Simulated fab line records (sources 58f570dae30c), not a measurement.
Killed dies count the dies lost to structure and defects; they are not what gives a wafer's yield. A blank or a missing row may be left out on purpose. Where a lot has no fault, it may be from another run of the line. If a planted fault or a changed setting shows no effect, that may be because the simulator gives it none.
Struck lot and sound lot, side by side + flow berkeley cmos170 + 16 out of 331 route steps
Sound: these wafers, L889.2, L889.3, L889.4. Wafers L877.1, L877.4, L877.6 were the ones struck. Last of all comes the cause.
Each step with rows lists, per side, the tool, then ch with its chambers, then its first start. Under that, the readings that differ: sound wafers + struck wafers + difference of the means + sigmas: that difference in standard deviations of wafers without a fault.
alike: a reading whose means differ by less than 2 such deviations, as well as words and numbers matching on both sides. not compared: withheld readings; readings where some wafer has no value; bounds like >300 that might hide an equal value; numbers whose values overlap and for which the record gives no deviation.
Wherever a step has rows on one side only, a row that says differs or no value, or a row with sigmas, the two part there. Numbers that have no deviation but don't overlap get no sigmas and don't part them. Lack of a reading on every wafer of one side parts them only where that side has two or more wafers.

first, 5 steps without rows for these wafers: UCB170_M1_COAT_04 (resist thk 900 nm); UCB170_M1_SOFTBAKE_05 (time 60 s); UCB170_M1_EXPOSE_06 (exposes mask METAL1, target cd 700 nm); UCB170_M1_PEB_07; UCB170_M1_DEVELOP_08 (develop time 45 s).
UCB170_M1_CD_MEAS_09: the cd target is 700 nm.
  sound: cd sem-01 at day 11 02:13; struck: cd sem-01 at day 8 08:47
  alike: cd nm
UCB170_M1_OVL_MEAS_10:
  sound: overlay-02 at day 11 02:19; struck: overlay-01 at day 8 08:54
  alike: M1_OVL
UCB170_M1_ETCH_11: etches BARC in N2/H2.
  sound on rie diel-04 ch 0,1,2, day 11 02:21; struck on rie diel-03 ch 1,2,3, day 8 08:56
  alike: drypump motor current A, h2 flow sccm, oes product au, throttle valve pct
UCB170_M1_METAL_ETCH_12: etches Al in Cl2/BCl3, stops on PSG, target depth 780 nm, time 130 s.
  sound on rie metal-01 ch 0,1, day 11 02:23; struck on rie metal-04 ch 0,1, day 8 08:59
  alike: drypump motor current A, oes product au, throttle valve pct
  not compared: rf hours counter h
UCB170_M1_STRIP_13: strips in O2.
  sound on plasma asher-02 ch 0,1, day 11 02:31; struck on plasma asher-02 ch 0,1, day 8 09:07
  alike: drypump motor current A, oes product au
  not compared: rf hours counter h
UCB170_M1_CD_MEAS_90: the cd target is 700 nm.
  sound: cd sem-01 at day 11 02:38; struck: cd sem-01 at day 8 09:20
  alike: cd nm
then, 1 step without rows for these wafers: UCB170_M1_ANNEAL_14 (time 1200 s).
UCB170_V1_CVD_00: deposits SiO2 from TEOS/O2, target thk 2000 nm, time 250 s.
  sound on pecvd-01 ch 0,1, day 11 06:47; struck on pecvd-01 ch 0,2, day 8 13:05
| reading                             | sound             | struck            | difference | sigmas |
|-------------------------------------|-------------------|-------------------|------------|--------|
| run length s (s)                    | 277.5 277.3 277.6 | 252.7 252.2 252.8 | -24.9      | -64    |
| model.SiO2_of_V1_CVD_00.thk nm (nm) | 1959 1970 1989    | 1774 1807 1794    | -181       |        |
  alike: heater power w
UCB170_V1_THK_MEAS_01:
  sound: film metro-01 at day 11 06:57; struck: film metro-03 at day 8 13:29
| reading          | sound          | struck         | difference | sigmas |
|------------------|----------------|----------------|------------|--------|
| V1_TEOS_THK (nm) | 1960 1970 1989 | 1773 1806 1793 | -182       | -7     |
  not compared: hold
UCB170_V1_CMP_02: polishes SiO2.
  sound on cmp-02 ch 1,2,3, day 11 07:09; struck on cmp-01 ch 0,2,3, day 8 16:32
| reading | sound | struck                                                                     | difference                   | sigmas |
|---------|-------|----------------------------------------------------------------------------|------------------------------|--------|
| hold    | - - - | await dispo/3.0h/release await dispo/3.0h/release await dispo/3.0h/release | no value on the sound wafers |        |
  alike: motor current A
UCB170_M3_PROBE_99:
  the record has rows for the struck wafers here (prober-02, day 9 03:52) and none for the sound ones

## WHERE THEY PART
At UCB170_V1_CVD_00 first; at UCB170_M3_PROBE_99 last (within this record only).

WHY: whatever the simulator had introduced
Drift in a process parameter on pecvd-01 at UCB170_V1_CVD_00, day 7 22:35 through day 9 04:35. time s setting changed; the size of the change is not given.
